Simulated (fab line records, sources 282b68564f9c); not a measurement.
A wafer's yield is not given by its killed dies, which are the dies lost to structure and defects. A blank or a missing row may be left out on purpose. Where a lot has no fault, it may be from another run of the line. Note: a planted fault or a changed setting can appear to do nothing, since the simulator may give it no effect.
fab line records / flow rit_cmos
record: lots: 14 wafers: 42 last_day: 7
route steps=202 shown PLDD@122
lots untouched by any fault: they come from a run of this same line in which no faults occurred
start_h: hours from the record's opening day to when the first of the lot's shown wafers began / wait_h: hours elapsed since this lot's preceding step / " same as the row above / L1.1+2: a row that stands for several wafers / - no value present, or no start provided / * or withheld: withheld / < > ~ a bound
route shown NAME@n: a module of which the file shows steps, and the number in the route of the first / usual: average and standard deviation across the fault-free wafers / same: alike in all rows / chamber/n: place in a boat / sites: the reading at each site / _std_site: standard deviation across them / _edge_site: outer sites' mean less inner sites' / radius_mm: how far each site lies from the wafer's centre / mask NAME#n: copy n / behind: the tool/chamber that last shaped the wafer / hold: why the lot went on hold/how many hours it stayed there/how the hold came to an end / device: names the non-switching transistor (n, p or np) / end of line: tests run on the same wafers once the route is complete / for a step that has no rows: nothing shown but its recipe / killed: count of dies lost to structure and defects at first sort (not the wafer's yield) / map: a wafer's dies, x killed, . not, _ none there
set.NAME: setting as actually run; set.NAME@STEP: the setting as run at that earlier step / model.NAME: the simulator's own value behind a step, which no gauge read
one table for each step of the route and one row for each wafer, over a sample of lots
services: the hour from which a tool's chamber was out of use, counted from the record's first day as start_h (under 0 if before that day), plus the number of hours and why
== steps ==
step: RIT_PLDD_IMPLANT_08
recipe: species: BF2 energy_kev: 20 dose_cm2: 9e+14 tilt_deg: 7
usual: dose_ions_cm2: 9.001e+14/9e+11 faraday_current_uA: 2828/57
lot.wafer=L228.2 tool=implanter-01 chamber=0 start_h=54.66 wait_h=0.1 dose_ions_cm2=8.99e+14 faraday_current_uA=2898
lot.wafer=L228.3 tool=implanter-01 chamber=0 start_h=54.66 wait_h=0.1 dose_ions_cm2=9.015e+14 faraday_current_uA=2839
lot.wafer=L228.4 tool=implanter-01 chamber=0 start_h=54.66 wait_h=0.1 dose_ions_cm2=8.994e+14 faraday_current_uA=2769
lot.wafer=L229.2 tool=implanter-03 chamber=0 start_h=67.67 wait_h=0.1 dose_ions_cm2=9.01e+14 faraday_current_uA=2884
lot.wafer=L229.3 tool=implanter-03 chamber=0 start_h=67.67 wait_h=0.1 dose_ions_cm2=8.997e+14 faraday_current_uA=2808
lot.wafer=L229.5 tool=implanter-03 chamber=0 start_h=67.67 wait_h=0.1 dose_ions_cm2=9.014e+14 faraday_current_uA=2827
lot.wafer=L230.4 tool=implanter-01 chamber=0 start_h=80.20 wait_h=0.1 dose_ions_cm2=9.004e+14 faraday_current_uA=2742
lot.wafer=L230.5 tool=implanter-01 chamber=0 start_h=80.20 wait_h=0.1 dose_ions_cm2=9.004e+14 faraday_current_uA=2795
lot.wafer=L230.6 tool=implanter-01 chamber=0 start_h=80.20 wait_h=0.1 dose_ions_cm2=9.013e+14 faraday_current_uA=2828
lot.wafer=L231.1 tool=implanter-02 chamber=0 start_h=84.15 wait_h=0.1 dose_ions_cm2=9.005e+14 faraday_current_uA=2776
lot.wafer=L231.4 tool=implanter-02 chamber=0 start_h=84.15 wait_h=0.1 dose_ions_cm2=9.009e+14 faraday_current_uA=2894
lot.wafer=L231.5 tool=implanter-02 chamber=0 start_h=84.15 wait_h=0.1 dose_ions_cm2=9.011e+14 faraday_current_uA=2937
lot.wafer=L232.1 tool=implanter-03 chamber=0 start_h=86.74 wait_h=0.1 dose_ions_cm2=9.013e+14 faraday_current_uA=2876
lot.wafer=L232.2 tool=implanter-03 chamber=0 start_h=86.74 wait_h=0.1 dose_ions_cm2=9.002e+14 faraday_current_uA=2877
lot.wafer=L232.6 tool=implanter-03 chamber=0 start_h=86.74 wait_h=0.1 dose_ions_cm2=8.989e+14 faraday_current_uA=2874
lot.wafer=L233.4 tool=implanter-02 chamber=0 start_h=92.58 wait_h=0.1 dose_ions_cm2=9.002e+14 faraday_current_uA=2841
lot.wafer=L233.5 tool=implanter-02 chamber=0 start_h=92.58 wait_h=0.1 dose_ions_cm2=9.004e+14 faraday_current_uA=2860
lot.wafer=L233.6 tool=implanter-02 chamber=0 start_h=92.58 wait_h=0.1 dose_ions_cm2=8.993e+14 faraday_current_uA=2841
lot.wafer=L236.1 tool=implanter-02 chamber=0 start_h=110.94 wait_h=0.1 dose_ions_cm2=9.004e+14 faraday_current_uA=2712
lot.wafer=L236.3 tool=implanter-02 chamber=0 start_h=110.94 wait_h=0.1 dose_ions_cm2=9.01e+14 faraday_current_uA=2838
lot.wafer=L236.4 tool=implanter-02 chamber=0 start_h=110.94 wait_h=0.1 dose_ions_cm2=9.016e+14 faraday_current_uA=2768
lot.wafer=L238.3 tool=implanter-01 chamber=0 start_h=115.70 wait_h=0.1 dose_ions_cm2=8.995e+14 faraday_current_uA=2737
lot.wafer=L238.4 tool=implanter-01 chamber=0 start_h=115.70 wait_h=0.1 dose_ions_cm2=9.005e+14 faraday_current_uA=2929
lot.wafer=L238.5 tool=implanter-01 chamber=0 start_h=115.70 wait_h=0.1 dose_ions_cm2=8.997e+14 faraday_current_uA=2818
lot.wafer=L239.2 tool=implanter-03 chamber=0 start_h=118.35 wait_h=0.1 dose_ions_cm2=9.011e+14 faraday_current_uA=2813
lot.wafer=L239.4 tool=implanter-03 chamber=0 start_h=118.35 wait_h=0.1 dose_ions_cm2=8.998e+14 faraday_current_uA=2858
lot.wafer=L239.6 tool=implanter-03 chamber=0 start_h=118.35 wait_h=0.1 dose_ions_cm2=8.995e+14 faraday_current_uA=2845
lot.wafer=L237.2 tool=implanter-02 chamber=0 start_h=118.67 wait_h=0.1 dose_ions_cm2=8.997e+14 faraday_current_uA=2809
lot.wafer=L237.4 tool=implanter-02 chamber=0 start_h=118.67 wait_h=0.1 dose_ions_cm2=8.999e+14 faraday_current_uA=2863
lot.wafer=L237.5 tool=implanter-02 chamber=0 start_h=118.67 wait_h=0.1 dose_ions_cm2=8.98e+14 faraday_current_uA=2918
lot.wafer=L242.1 tool=implanter-01 chamber=0 start_h=128.27 wait_h=0.1 dose_ions_cm2=8.997e+14 faraday_current_uA=2794
lot.wafer=L242.3 tool=implanter-01 chamber=0 start_h=128.27 wait_h=0.1 dose_ions_cm2=8.993e+14 faraday_current_uA=2928
lot.wafer=L242.5 tool=implanter-01 chamber=0 start_h=128.27 wait_h=0.1 dose_ions_cm2=9.002e+14 faraday_current_uA=2780
lot.wafer=L246.1 tool=implanter-02 chamber=0 start_h=142.92 wait_h=0.1 dose_ions_cm2=1.0231e+15 faraday_current_uA=3167
lot.wafer=L246.2 tool=implanter-02 chamber=0 start_h=142.92 wait_h=0.1 dose_ions_cm2=1.0242e+15 faraday_current_uA=3293
lot.wafer=L246.5 tool=implanter-02 chamber=0 start_h=142.92 wait_h=0.1 dose_ions_cm2=1.0241e+15 faraday_current_uA=3270
lot.wafer=L248.1 tool=implanter-02 chamber=0 start_h=150.54 wait_h=0.1 dose_ions_cm2=1.0251e+15 faraday_current_uA=3239
lot.wafer=L248.3 tool=implanter-02 chamber=0 start_h=150.54 wait_h=0.1 dose_ions_cm2=1.0246e+15 faraday_current_uA=3259
lot.wafer=L248.5 tool=implanter-02 chamber=0 start_h=150.54 wait_h=0.1 dose_ions_cm2=1.0249e+15 faraday_current_uA=3174
lot.wafer=L249.1 tool=implanter-01 chamber=0 start_h=152.74 wait_h=0.1 dose_ions_cm2=9.005e+14 faraday_current_uA=2794
lot.wafer=L249.3 tool=implanter-01 chamber=0 start_h=152.74 wait_h=0.1 dose_ions_cm2=8.991e+14 faraday_current_uA=2799
lot.wafer=L249.5 tool=implanter-01 chamber=0 start_h=152.74 wait_h=0.1 dose_ions_cm2=9.008e+14 faraday_current_uA=2874
step: RIT_PLDD_TW_MEAS_10
usual: PLDD_TW: 2342/24
lot.wafer=L228.2 tool=film_metro-03 chamber=- start_h=54.97 wait_h=0.1 PLDD_TW=2361
lot.wafer=L228.3 tool=film_metro-03 chamber=- start_h=54.97 wait_h=0.1 PLDD_TW=2359
lot.wafer=L228.4 tool=film_metro-03 chamber=- start_h=54.97 wait_h=0.1 PLDD_TW=2359
lot.wafer=L229.2 tool=film_metro-01 chamber=- start_h=67.98 wait_h=0.1 PLDD_TW=2322
lot.wafer=L229.3 tool=film_metro-01 chamber=- start_h=67.98 wait_h=0.1 PLDD_TW=2324
lot.wafer=L229.5 tool=film_metro-01 chamber=- start_h=67.98 wait_h=0.1 PLDD_TW=2333
lot.wafer=L230.4 tool=film_metro-01 chamber=- start_h=80.48 wait_h=0.1 PLDD_TW=2326
lot.wafer=L230.5 tool=film_metro-01 chamber=- start_h=80.48 wait_h=0.1 PLDD_TW=2313
lot.wafer=L230.6 tool=film_metro-01 chamber=- start_h=80.48 wait_h=0.1 PLDD_TW=2318
lot.wafer=L231.1 tool=film_metro-02 chamber=- start_h=84.48 wait_h=0.1 PLDD_TW=2377
lot.wafer=L231.4 tool=film_metro-02 chamber=- start_h=84.48 wait_h=0.1 PLDD_TW=2376
lot.wafer=L231.5 tool=film_metro-02 chamber=- start_h=84.48 wait_h=0.1 PLDD_TW=2390
lot.wafer=L232.1 tool=film_metro-01 chamber=- start_h=87.06 wait_h=0.1 PLDD_TW=2321
lot.wafer=L232.2 tool=film_metro-01 chamber=- start_h=87.06 wait_h=0.1 PLDD_TW=2331
lot.wafer=L232.6 tool=film_metro-01 chamber=- start_h=87.06 wait_h=0.1 PLDD_TW=2306
lot.wafer=L233.4 tool=film_metro-01 chamber=- start_h=92.86 wait_h=0.1 PLDD_TW=2325
lot.wafer=L233.5 tool=film_metro-01 chamber=- start_h=92.86 wait_h=0.1 PLDD_TW=2312
lot.wafer=L233.6 tool=film_metro-01 chamber=- start_h=92.86 wait_h=0.1 PLDD_TW=2311
lot.wafer=L236.1 tool=film_metro-02 chamber=- start_h=111.26 wait_h=0.1 PLDD_TW=2372
lot.wafer=L236.3 tool=film_metro-02 chamber=- start_h=111.26 wait_h=0.1 PLDD_TW=2374
lot.wafer=L236.4 tool=film_metro-02 chamber=- start_h=111.26 wait_h=0.1 PLDD_TW=2384
lot.wafer=L238.3 tool=film_metro-03 chamber=- start_h=115.99 wait_h=0.1 PLDD_TW=2357
lot.wafer=L238.4 tool=film_metro-03 chamber=- start_h=115.99 wait_h=0.1 PLDD_TW=2366
lot.wafer=L238.5 tool=film_metro-03 chamber=- start_h=115.99 wait_h=0.1 PLDD_TW=2364
lot.wafer=L239.2 tool=film_metro-01 chamber=- start_h=118.66 wait_h=0.1 PLDD_TW=2332
lot.wafer=L239.4 tool=film_metro-01 chamber=- start_h=118.66 wait_h=0.1 PLDD_TW=2322
lot.wafer=L239.6 tool=film_metro-01 chamber=- start_h=118.66 wait_h=0.1 PLDD_TW=2326
lot.wafer=L237.2 tool=film_metro-01 chamber=- start_h=118.98 wait_h=0.1 PLDD_TW=2329
lot.wafer=L237.4 tool=film_metro-01 chamber=- start_h=118.98 wait_h=0.1 PLDD_TW=2324
lot.wafer=L237.5 tool=film_metro-01 chamber=- start_h=118.98 wait_h=0.1 PLDD_TW=2324
lot.wafer=L242.1 tool=film_metro-01 chamber=- start_h=128.59 wait_h=0.1 PLDD_TW=2327
lot.wafer=L242.3 tool=film_metro-01 chamber=- start_h=128.59 wait_h=0.1 PLDD_TW=2320
lot.wafer=L242.5 tool=film_metro-01 chamber=- start_h=128.59 wait_h=0.1 PLDD_TW=2328
lot.wafer=L246.1 tool=film_metro-01 chamber=- start_h=143.24 wait_h=0.1 PLDD_TW=2407
lot.wafer=L246.2 tool=film_metro-01 chamber=- start_h=143.24 wait_h=0.1 PLDD_TW=2408
lot.wafer=L246.5 tool=film_metro-01 chamber=- start_h=143.24 wait_h=0.1 PLDD_TW=2409
lot.wafer=L248.1 tool=film_metro-01 chamber=- start_h=150.87 wait_h=0.1 PLDD_TW=2400
lot.wafer=L248.3 tool=film_metro-01 chamber=- start_h=150.87 wait_h=0.1 PLDD_TW=2409
lot.wafer=L248.5 tool=film_metro-01 chamber=- start_h=150.87 wait_h=0.1 PLDD_TW=2405
lot.wafer=L249.1 tool=film_metro-03 chamber=- start_h=153.06 wait_h=0.1 PLDD_TW=2335
lot.wafer=L249.3 tool=film_metro-03 chamber=- start_h=153.06 wait_h=0.1 PLDD_TW=2339
lot.wafer=L249.5 tool=film_metro-03 chamber=- start_h=153.06 wait_h=0.1 PLDD_TW=2334
step: RIT_SDANNEAL_RS_MEAS_06
recipe: thk_meas_gauge: four-point-probe
usual: PLDD_RS: 178.5/0.44
lot.wafer=L228.2 tool=film_metro-02 chamber=- start_h=61.20 wait_h=0.1 PLDD_RS[ohm/sq]=178.8
lot.wafer=L228.3 tool=film_metro-02 chamber=- start_h=61.20 wait_h=0.1 PLDD_RS[ohm/sq]=178.4
lot.wafer=L228.4 tool=film_metro-02 chamber=- start_h=61.20 wait_h=0.1 PLDD_RS[ohm/sq]=178.2
lot.wafer=L229.2 tool=film_metro-02 chamber=- start_h=74.18 wait_h=0.1 PLDD_RS[ohm/sq]=178.5
lot.wafer=L229.3 tool=film_metro-02 chamber=- start_h=74.18 wait_h=0.1 PLDD_RS[ohm/sq]=178.5
lot.wafer=L229.5 tool=film_metro-02 chamber=- start_h=74.18 wait_h=0.1 PLDD_RS[ohm/sq]=178.4
lot.wafer=L230.4 tool=film_metro-03 chamber=- start_h=87.08 wait_h=0.1 PLDD_RS[ohm/sq]=177.9
lot.wafer=L230.5 tool=film_metro-03 chamber=- start_h=87.08 wait_h=0.1 PLDD_RS[ohm/sq]=178.1
lot.wafer=L230.6 tool=film_metro-03 chamber=- start_h=87.08 wait_h=0.1 PLDD_RS[ohm/sq]=177.7
lot.wafer=L231.1 tool=film_metro-03 chamber=- start_h=90.82 wait_h=0.1 PLDD_RS[ohm/sq]=178.3
lot.wafer=L231.4 tool=film_metro-03 chamber=- start_h=90.82 wait_h=0.1 PLDD_RS[ohm/sq]=177.9
lot.wafer=L231.5 tool=film_metro-03 chamber=- start_h=90.82 wait_h=0.1 PLDD_RS[ohm/sq]=178.3
lot.wafer=L232.1 tool=film_metro-03 chamber=- start_h=93.33 wait_h=0.1 PLDD_RS[ohm/sq]=178.4
lot.wafer=L232.2 tool=film_metro-03 chamber=- start_h=93.33 wait_h=0.1 PLDD_RS[ohm/sq]=178.0
lot.wafer=L232.6 tool=film_metro-03 chamber=- start_h=93.33 wait_h=0.1 PLDD_RS[ohm/sq]=178.2
lot.wafer=L233.4 tool=film_metro-03 chamber=- start_h=99.56 wait_h=0.1 PLDD_RS[ohm/sq]=178.9
lot.wafer=L233.5 tool=film_metro-03 chamber=- start_h=99.56 wait_h=0.1 PLDD_RS[ohm/sq]=179.5
lot.wafer=L233.6 tool=film_metro-03 chamber=- start_h=99.56 wait_h=0.1 PLDD_RS[ohm/sq]=178.9
lot.wafer=L236.1 tool=film_metro-02 chamber=- start_h=118.54 wait_h=0.1 PLDD_RS[ohm/sq]=178.7
lot.wafer=L236.3 tool=film_metro-02 chamber=- start_h=118.54 wait_h=0.1 PLDD_RS[ohm/sq]=178.7
lot.wafer=L236.4 tool=film_metro-02 chamber=- start_h=118.54 wait_h=0.1 PLDD_RS[ohm/sq]=178.6
lot.wafer=L238.3 tool=film_metro-03 chamber=- start_h=122.40 wait_h=0.1 PLDD_RS[ohm/sq]=178.7
lot.wafer=L238.4 tool=film_metro-03 chamber=- start_h=122.40 wait_h=0.1 PLDD_RS[ohm/sq]=178.6
lot.wafer=L238.5 tool=film_metro-03 chamber=- start_h=122.40 wait_h=0.1 PLDD_RS[ohm/sq]=179.6
lot.wafer=L237.2 tool=film_metro-01 chamber=- start_h=126.88 wait_h=0.1 PLDD_RS[ohm/sq]=178.3
lot.wafer=L237.4 tool=film_metro-01 chamber=- start_h=126.88 wait_h=0.1 PLDD_RS[ohm/sq]=178.2
lot.wafer=L237.5 tool=film_metro-01 chamber=- start_h=126.88 wait_h=0.1 PLDD_RS[ohm/sq]=178.4
lot.wafer=L239.2 tool=film_metro-03 chamber=- start_h=127.20 wait_h=0.1 PLDD_RS[ohm/sq]=178.0
lot.wafer=L239.4 tool=film_metro-03 chamber=- start_h=127.20 wait_h=0.1 PLDD_RS[ohm/sq]=178.9
lot.wafer=L239.6 tool=film_metro-03 chamber=- start_h=127.20 wait_h=0.1 PLDD_RS[ohm/sq]=178.7
lot.wafer=L242.1 tool=film_metro-01 chamber=- start_h=135.68 wait_h=0.1 PLDD_RS[ohm/sq]=178.6
lot.wafer=L242.3 tool=film_metro-01 chamber=- start_h=135.68 wait_h=0.1 PLDD_RS[ohm/sq]=179.2
lot.wafer=L242.5 tool=film_metro-01 chamber=- start_h=135.68 wait_h=0.1 PLDD_RS[ohm/sq]=179.6
lot.wafer=L246.1 tool=film_metro-02 chamber=- start_h=151.25 wait_h=0.1 PLDD_RS[ohm/sq]=169.5
lot.wafer=L246.2 tool=film_metro-02 chamber=- start_h=151.25 wait_h=0.1 PLDD_RS[ohm/sq]=169.0
lot.wafer=L246.5 tool=film_metro-02 chamber=- start_h=151.25 wait_h=0.1 PLDD_RS[ohm/sq]=168.6
lot.wafer=L248.1 tool=film_metro-03 chamber=- start_h=157.08 wait_h=0.1 PLDD_RS[ohm/sq]=168.5
lot.wafer=L248.3 tool=film_metro-03 chamber=- start_h=157.08 wait_h=0.1 PLDD_RS[ohm/sq]=168.3
lot.wafer=L248.5 tool=film_metro-03 chamber=- start_h=157.08 wait_h=0.1 PLDD_RS[ohm/sq]=168.6
lot.wafer=L249.1 tool=film_metro-01 chamber=- start_h=159.34 wait_h=0.1 PLDD_RS[ohm/sq]=177.9
lot.wafer=L249.3 tool=film_metro-01 chamber=- start_h=159.34 wait_h=0.1 PLDD_RS[ohm/sq]=177.9
lot.wafer=L249.5 tool=film_metro-01 chamber=- start_h=159.34 wait_h=0.1 PLDD_RS[ohm/sq]=178.1
== services ==
tool=implanter-03 chamber=- start_h=69.62 hours=2.3 kind=repair
tool=implanter-01 chamber=- start_h=86.81 hours=2.6 kind=repair
tool=implanter-03 chamber=- start_h=87.47 hours=2.2 kind=pm
tool=implanter-02 chamber=- start_h=119.67 hours=2.7 kind=repair
tool=implanter-01 chamber=- start_h=142.54 hours=4.2 kind=repair
== key ==
first_sign: step: RIT_PLDD_IMPLANT_08 reading: dose_ions_cm2 direction: up sigmas: 99+ usual: 9.001e+14 struck: 1.0243e+15
effect: step: RIT_PLDD_IMPLANT_08 reading: faraday_current_uA direction: up sigmas: 7.1 usual: 2828 struck: 3234
effect: step: RIT_PLDD_TW_MEAS_10 reading: PLDD_TW direction: up sigmas: 2.7 usual: 2342 struck: 2406
effect: step: RIT_SDANNEAL_RS_MEAS_06 reading: PLDD_RS direction: down sigmas: 22 usual: 178.5 struck: 168.8
met_at RIT_PLDD_IMPLANT_08
struck_lots L246,L248
tester_left_out L246,L248
onset_between 118.67 142.92
fault: kind: process_parameter_drift tool: implanter-02 chamber: - onset_h: 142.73 steps: RIT_PLDD_IMPLANT_08 channel: dose_cm2 offset: 1.2419e+14 shape: step end_h: 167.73 acts_in: these_recipes_only stated: 9e+14
tester_left_out: of these lots the tester's yield and bins aren't shown, on N5 and GAA mostly nor the transistor test; their killed dies are dies lost to structure and defects alone, not to doping, threshold or leakage, so they don't give the yield
